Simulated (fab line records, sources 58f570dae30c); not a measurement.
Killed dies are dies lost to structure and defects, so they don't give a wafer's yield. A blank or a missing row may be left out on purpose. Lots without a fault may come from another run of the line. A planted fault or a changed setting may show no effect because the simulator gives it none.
Split-lot experiment | flow berkeley_cmos170 | 5 lots, 23 wafers read, on a route of 331 steps

THE SPLIT
At UCB170_M2_COAT_10 (resist thk 900 nm), the setting spin_rpm was moved away from the recipe's 1500 rpm on 12 of the 23 wafers read, by -5.3% to +2.5%. The other wafers ran this setting at the recipe's value.

The reading is taken at the split's own step.

THE READING
KrF_of_M2_COAT_10.thk_nm (the simulator's own value, which no gauge read), in nm, at UCB170_M2_COAT_10 (resist thk 900 nm). The file gives no usual value for it. The 11 wafers here that ran the recipe average 898.6 nm, standard deviation 2.4 nm.

wafer  | tool, chamber at the split | spin_rpm as run, rpm | against the recipe | KrF_of_M2_COAT_10.thk_nm, nm | against lot-mates on the recipe
L074.1 | litho_track-03, 0          | 1500                 | recipe             | 895.2                        | -
L074.2 | litho_track-03, 0          | 1462                 | -2.5%              | 907.8                        | +11.3
L074.3 | litho_track-03, 0          | 1462                 | -2.5%              | 908.5                        | +12.0
L074.4 | litho_track-03, 0          | 1500                 | recipe             | 897.8                        | -
L074.5 | litho_track-03, 0          | 1462                 | -2.5%              | 907.9                        | +11.4
L076.1 | litho_track-04, 0          | 1434                 | -4.4%              | 921.8                        | +21.0
L076.2 | litho_track-04, 0          | 1434                 | -4.4%              | 917.4                        | +16.6
L076.3 | litho_track-04, 0          | 1500                 | recipe             | 902.7                        | -
L076.4 | litho_track-04, 0          | 1500                 | recipe             | 898.8                        | -
L076.5 | litho_track-04, 0          | 1434                 | -4.4%              | 921.7                        | +21.0
L082.1 | litho_track-01, 0          | 1421                 | -5.3%              | 921.6                        | +21.6
L082.2 | litho_track-01, 0          | 1500                 | recipe             | 898.9                        | -
L082.3 | litho_track-01, 0          | 1500                 | recipe             | 901                          | -
L082.4 | litho_track-01, 0          | 1421                 | -5.3%              | 922.1                        | +22.1
L082.5 | litho_track-01, 0          | 1421                 | -5.3%              | 924.8                        | +24.8
L083.2 | litho_track-03, 0          | 1537                 | +2.5%              | 884                          | -11.8
L083.3 | litho_track-03, 0          | 1537                 | +2.5%              | 882                          | -13.8
L083.4 | litho_track-03, 0          | 1500                 | recipe             | 896.1                        | -
L083.5 | litho_track-03, 0          | 1500                 | recipe             | 895.5                        | -
L083.6 | litho_track-03, 0          | 1537                 | +2.5%              | 884.5                        | -11.3
L084.1 | litho_track-04, 0          | 1500                 | recipe             | 901.7                        | -
L084.4 | litho_track-04, 0          | 1500                 | recipe             | 898                          | -
L084.5 | litho_track-04, 0          | 1500                 | recipe             | 899.4                        | -

THE FIT
A straight line over all 23 wafers: KrF_of_M2_COAT_10.thk_nm changes by -4.93 nm for each +1% of spin_rpm; r = -0.98; the points scatter about the line by 2.4 nm.
The same after taking each lot's own level away (the mean of its wafers on the recipe; 23 wafers): -4.51 nm for each +1%; r = -0.99; scatter 1.5 nm.
On that fit, the largest move of spin_rpm shifts the reading by 24 nm.
The lots' own levels span 895.80 to 900.75 nm, that is 2.1 times the standard deviation above.
So the lot-to-lot level changes the slope little: the two slopes agree.
Check: with one of the wafers moved furthest among these (-5.3%) left out of the fit, the line predicts +23.8 nm for it against its lot-mates. It came out at +21.6 nm against them.

OTHER SPLITS ON THESE WAFERS
These wafers also went through other splits before the reading. Each is held against what the fit with the lots' levels taken away leaves over:
other split on the same wafers       | wafers away from the commonest value | r with KrF_of_M2_COAT_10.thk_nm (lot level and that fit taken away)
UCB170_CONTACT_COAT_10 resist_thk_nm | 9                                    | -0.11
UCB170_M1_SPUTTER_00 power_w         | 9                                    | -0.02

THE FILE'S OWN FIT
KrF_of_M2_COAT_10.thk_nm changes by -4.47 nm for each +1% of spin_rpm, r = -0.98.
